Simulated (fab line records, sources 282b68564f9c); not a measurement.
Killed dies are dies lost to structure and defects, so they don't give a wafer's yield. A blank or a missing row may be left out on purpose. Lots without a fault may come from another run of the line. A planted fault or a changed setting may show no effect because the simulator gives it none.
Split-lot experiment | flow rit_cmos | 5 lots, 23 wafers read, on a route of 202 steps

THE SPLIT
At RIT_NSD_IMPLANT_08, the setting dose_cm2 was moved away from the recipe's 1e+15 on 11 of the 23 wafers read, by -1.9% to +5.4%. The other wafers ran this setting at the recipe's value.

FROM THE SPLIT TO THE READING: what the file shows between them, 1 step
- RIT_NSD_STRIP_09: strips in O2, time 180 s

THE READING
NSD_TW, at RIT_NSD_TW_MEAS_10. Fault-free wafers of this fab line usually give 3123, standard deviation 15.

wafer  | tool, chamber at the split | dose_cm2 as run | against the recipe | NSD_TW | against lot-mates on the recipe
L074.1 | implanter-04, 0            | 1e+15           | recipe             | 3138   | -
L074.2 | implanter-04, 0            | 9.812e+14       | -1.9%              | 3125   | -14
L074.3 | implanter-04, 0            | 9.812e+14       | -1.9%              | 3112   | -27
L074.5 | implanter-04, 0            | 9.812e+14       | -1.9%              | 3101   | -38
L074.6 | implanter-04, 0            | 1e+15           | recipe             | 3140   | -
L079.1 | implanter-04, 0            | 1e+15           | recipe             | 3124   | -
L079.2 | implanter-04, 0            | 1.054e+15       | +5.4%              | 3164   | +46
L079.3 | implanter-04, 0            | 1.054e+15       | +5.4%              | 3168   | +50
L079.5 | implanter-04, 0            | 1.054e+15       | +5.4%              | 3159   | +41
L079.6 | implanter-04, 0            | 1e+15           | recipe             | 3112   | -
L080.1 | implanter-03, 0            | 1e+15           | recipe             | 3112   | -
L080.2 | implanter-03, 0            | 1.046e+15       | +4.6%              | 3160   | +37
L080.3 | implanter-03, 0            | 1e+15           | recipe             | 3124   | -
L080.4 | implanter-03, 0            | 1e+15           | recipe             | 3133   | -
L080.5 | implanter-03, 0            | 1.046e+15       | +4.6%              | 3138   | +15
L084.1 | implanter-02, 0            | 1e+15           | recipe             | 3165   | -
L084.2 | implanter-02, 0            | 1e+15           | recipe             | 3159   | -
L084.3 | implanter-02, 0            | 1e+15           | recipe             | 3149   | -
L085.1 | implanter-02, 0            | 1e+15           | recipe             | 3105   | -
L085.2 | implanter-02, 0            | 1.035e+15       | +3.5%              | 3139   | +33
L085.4 | implanter-02, 0            | 1.035e+15       | +3.5%              | 3133   | +27
L085.5 | implanter-02, 0            | 1.035e+15       | +3.5%              | 3138   | +32
L085.6 | implanter-02, 0            | 1e+15           | recipe             | 3107   | -

THE FIT
A straight line over all 23 wafers: NSD_TW changes by +5.36 for each +1% of dose_cm2; r = +0.64; the points scatter about the line by 16.
The same after taking each lot's own level away (the mean of its wafers on the recipe; 23 wafers): +8.62 for each +1%; r = +0.93; scatter 8.6.
On that fit, the largest move of dose_cm2 shifts the reading by 47.
The lots' own levels span 3106.0 to 3157.7, that is 3.4 times the standard deviation above.
So the lot-to-lot level blurs the effect unless lot-mates are compared.
Check: with one of the wafers moved furthest among these (+5.4%) left out of the fit, the line predicts +43.6 for it against its lot-mates. It came out at +46 against them.

OTHER SPLITS ON THESE WAFERS
These wafers also went through other splits before the reading. Each is held against what the fit with the lots' levels taken away leaves over:
other split on the same wafers | wafers away from the commonest value | r with NSD_TW (lot level and that fit taken away)
RIT_GATE_EXPOSE_13 dose_mj     | 9                                    | -0.30
RIT_REOX_OXIDATION_03 temp_c   | 5                                    | +0.18
RIT_PLDD_COAT_01 spin_rpm      | 7                                    | -0.35
RIT_PLDD_IMPLANT_08 dose_cm2   | 5                                    | -0.18
RIT_SPACER_CVD_03 time_s       | 10                                   | +0.34

THE FILE'S OWN FIT
NSD_TW changes by +7.9 for each +1% of dose_cm2, r = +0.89.
